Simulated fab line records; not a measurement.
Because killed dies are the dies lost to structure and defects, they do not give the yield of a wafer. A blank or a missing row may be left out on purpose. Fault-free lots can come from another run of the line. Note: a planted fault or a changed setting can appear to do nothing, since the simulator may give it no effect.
Lot-split experiment    flow berkeley cmos170    route with 331 steps; 5 lots, 23 wafers read

ABOUT THE SPLIT
At UCB170_V2_CVD_00 (deposits SiO2 from TEOS/O2, target thk 2000 nm, time 250 s), the setting rf w was moved away from the recipe's 550 W on 8 of the 23 wafers read, by -11.8% to +10.2%. All remaining wafers had this setting at the recipe value.

Between the split and the reading, the file records no step.

THE READING
Values of V2_TEOS_THK in nm from UCB170_V2_THK_MEAS_01. A value of 2006 nm with a standard deviation of 23 nm is what fault-free wafers of this fab line usually give.

wafer   tool, chamber at the split  rf w as run, W  against the recipe  V2_TEOS_THK, nm  against lot-mates on the recipe
L078.1  pecvd-02, 1,0,2             550             recipe              2027             -
L078.2  pecvd-02, 1,0,2             550             recipe              2013             -
L078.3  pecvd-02, 1,0,2             550             recipe              2021             -
L078.5  pecvd-02, 0,2               485.3           -11.8%              1953             -67
L078.6  pecvd-02, 0,2               485.3           -11.8%              1956             -64
L079.1  pecvd-01, 1,2               606.2           +10.2%              2075             +68
L079.3  pecvd-01, 0,1,0             550             recipe              1983             -
L079.4  pecvd-01, 0,1,0             550             recipe              2021             -
L079.5  pecvd-01, 0,1,0             550             recipe              2016             -
L079.6  pecvd-01, 1,2               606.2           +10.2%              2071             +64
L077.1  pecvd-01, 1,2,0             550             recipe              2032             -
L077.2  pecvd-01, 1,2,0             550             recipe              1959             -
L077.3  pecvd-01, 1,2,0             550             recipe              1982             -
L080.1  pecvd-01, 1                 576.8           +4.9%               2029             +34
L080.2  pecvd-01, 0,0,2             550             recipe              1996             -
L080.4  pecvd-01, 1                 576.8           +4.9%               2062             +67
L080.5  pecvd-01, 0,0,2             550             recipe              1986             -
L080.6  pecvd-01, 0,0,2             550             recipe              2003             -
L081.1  pecvd-02, 2,1,2             550             recipe              1987             -
L081.2  pecvd-02, 0,1               492.1           -10.5%              1942             -65
L081.3  pecvd-02, 2,1,2             550             recipe              2003             -
L081.5  pecvd-02, 2,1,2             550             recipe              2031             -
L081.6  pecvd-02, 0,1               492.1           -10.5%              1944             -63
Rows listing several chambers each stand for several wafers; the file does not say which wafer went through which chamber.

FIT RESULTS
A straight line over all 23 wafers: V2_TEOS_THK changes by +5.72 nm for each +1% of rf w; r = +0.87; the points scatter about the line by 19 nm.
The same after taking each lot's own level away (the mean of its wafers on the recipe; 23 wafers): +6.34 nm for each +1%; r = +0.91; scatter 17 nm.
Per that fit: largest rf w move, reading shift of 75 nm.
Measured against the standard deviation above, the lots' own levels, which go from 1991.0 to 2020.3 nm, span 1.3 times it.
Hence the lot-to-lot level has little effect on the slope; both slopes agree.
Check: -72.9 nm against its lot-mates is what the line predicts for one of the wafers moved furthest among these (-11.8%) when that wafer is left out of the fit. It came out at -67.3 nm against them.

THE FILE'S OWN FIT
V2_TEOS_THK changes by +6.28 nm for each +1% of rf w, r = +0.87.
